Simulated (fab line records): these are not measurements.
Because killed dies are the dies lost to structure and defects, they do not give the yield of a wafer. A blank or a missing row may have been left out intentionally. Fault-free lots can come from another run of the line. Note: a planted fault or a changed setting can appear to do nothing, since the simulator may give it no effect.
What tool caused it? ; flow rit cmos ; Sampling: 15 lots, 45 wafers, 3 of 202 route steps

== WHAT THE GAUGES SHOWED, per wafer ==
RIT_PSD_TW_MEAS_10.
lot;measured;on;PSD_TW
L450;day 3 04:37;film metro-02;3460 3467 3466
L452;day 3 12:38;film metro-04;3445 3437 3434
L453;day 3 16:54;film metro-02;3470 3459 3469
L458;day 4 21:11;film metro-04;3414 3418 3411
L459;day 5 03:23;film metro-02;3443 3440 3446
L460;day 5 05:17;film metro-01;3406 3423 3412
L461;day 5 12:27;film metro-02;3458 3449 3452
L462;day 5 19:40;film metro-02;3445 3450 3442
L463;day 5 21:35;film metro-02;3456 3454 3458
L465;day 6 06:07;film metro-02;3468 3466 3450
L466;day 6 11:23;film metro-01;3001 2996 2993
L467;day 6 15:46;film metro-01;2996 2971 2978
L468;day 7 01:19;film metro-04;2990 2973 2970
L469;day 7 09:10;film metro-01;3404 3406 3398
L473;day 8 12:43;film metro-01;3415 3405 3427

RIT_SDANNEAL_RS_MEAS_04: measurement is done with a four-point probe.
lot;measured;on;PSD_RS (ohm/sq)
L450;day 3 05:07;film metro-04;115.71 115.46 115.77
L452;day 3 13:07;film metro-02;115.54 115.97 115.33
L453;day 3 17:25;film metro-02;115.97 115.83 116.00
L458;day 4 21:41;film metro-04;115.96 115.70 116.18
L459;day 5 03:52;film metro-02;115.58 116.07 115.77
L460;day 5 05:46;film metro-02;116.18 116.56 116.42
L461;day 5 12:57;film metro-02;115.50 115.71 115.85
L462;day 5 20:10;film metro-01;115.97 116.21 116.29
L463;day 5 22:07;film metro-04;115.75 116.30 115.74
L465;day 6 06:37;film metro-04;115.93 116.11 115.94
L466;day 6 11:53;film metro-02;130.71 130.96 131.19
L467;day 6 16:16;film metro-02;131.04 130.61 130.57
L468;day 7 01:51;film metro-01;130.99 130.84 131.33
L469;day 7 09:41;film metro-01;116.40 115.86 116.26
L473;day 8 13:12;film metro-04;115.93 115.96 116.39

== EACH LOT AND THE TOOL THAT RAN IT (in order: tool; ch and the chambers of the sampled wafers; start) ==
lot;RIT_PSD_IMPLANT_08
L450;implanter-01 ch 0, day 3 04:17
L452;implanter-04 ch 0, day 3 12:18
L453;implanter-01 ch 0, day 3 16:35
L458;implanter-02 ch 0, day 4 20:53
L459;implanter-04 ch 0, day 5 03:04
L460;implanter-02 ch 0, day 5 04:58
L461;implanter-04 ch 0, day 5 12:07
L462;implanter-04 ch 0, day 5 19:20
L463;implanter-02 ch 0, day 5 21:16
L465;implanter-04 ch 0, day 6 05:48
L466;implanter-04 ch 0, day 6 11:04
L467;implanter-04 ch 0, day 6 15:26
L468;implanter-04 ch 0, day 7 01:01
L469;implanter-01 ch 0, day 7 08:51
L473;implanter-01 ch 0, day 8 12:23
- RIT_PSD_IMPLANT_08

== WHAT THE TOOLS THEMSELVES READ (means of the sampled wafers that have a number; where no wafer has one, the mark that the record gives instead) ==
RIT_PSD_IMPLANT_08.
lot;tool;beam on s (s);dose ions cm2;end station pressure torr (Torr);faraday current uA
L450;implanter-01;11.3;5.000e+15;1.54e-05;13562
L452;implanter-04;10.0;4.991e+15;1.74e-05;15140
L453;implanter-01;11.4;5.000e+15;1.60e-05;13418
L458;implanter-02;13.4;4.999e+15;1.31e-05;11425
L459;implanter-04;10.0;5.004e+15;1.71e-05;15155
L460;implanter-02;13.4;5.002e+15;1.43e-05;11428
L461;implanter-04;10.0;4.999e+15;1.72e-05;15164
L462;implanter-04;10.0;4.996e+15;1.72e-05;15226
L463;implanter-02;13.6;5.003e+15;1.33e-05;11337
L465;implanter-04;9.9;5.001e+15;1.88e-05;15280
L466;implanter-04;10.0;1.794e+15;9.63e-06;5609
L467;implanter-04;9.9;1.798e+15;9.83e-06;5655
L468;implanter-04;9.8;1.802e+15;9.63e-06;5704
L469;implanter-01;11.2;5.002e+15;1.60e-05;13648
L473;implanter-01;11.2;5.005e+15;1.59e-05;13746

== THE ANSWER, worked out from the rows above alone ==
Rule: the usual values come from the lots themselves. The widest of any qualifying gaps counts: lots, ordered by their means at a reading, are off when they make up no more than a third of the lots, leave a main group of 4 or more, and stand apart from it by 3 or more times the standard deviation of that group's means. A main group whose means are all the same, to the digits that the tables above print for the reading, isn't used. A lot without any number at a reading at which 4 lots or more have one is off too. Where the step has rows for the other lots, those lots are counted as sound. The gauges are gone through in route order, then the tools' own readings, and for those a lot's mean is taken as printed above. The first step at which some lot is off is used, and at that step the reading that is off furthest; a lot without a number counts as furthest.
Off: L466, L467, L468, at RIT_PSD_TW_MEAS_10 (PSD_TW). The main group has a mean of 3440 with a standard deviation of 21.
If a tool, at a process step before that reading, ran all the lots that are off and no sound lot after the first of them, it fits. Not tried: the gauges at RIT_PSD_TW_MEAS_10; whatever is off there is also off at RIT_PSD_IMPLANT_08, on other tools, and gauge error can't account for it. One fits: RIT_PSD_IMPLANT_08 on implanter-04. A fault onset in the window from L465 (day 6 05:48, its last sound lot) to L466 (day 6 11:04, its first lot off) fits.
The tool's own readings at RIT_PSD_IMPLANT_08 bear it out: on the lots that are off they differ by more than 5 times the standard deviation of the sound lots' means. dose ions cm2 reads 1.798e+15 there against 5.000e+15 on the sound lots; faraday current uA reads 5656 there against 13711 on the sound lots.

== WHAT THE SIMULATOR HAD PUT IN ==
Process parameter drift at RIT_PSD_IMPLANT_08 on implanter-04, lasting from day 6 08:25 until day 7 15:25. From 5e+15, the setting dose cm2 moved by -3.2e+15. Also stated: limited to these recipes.
Lots struck among those shown: L466, L467, L468. The rule above found the same.
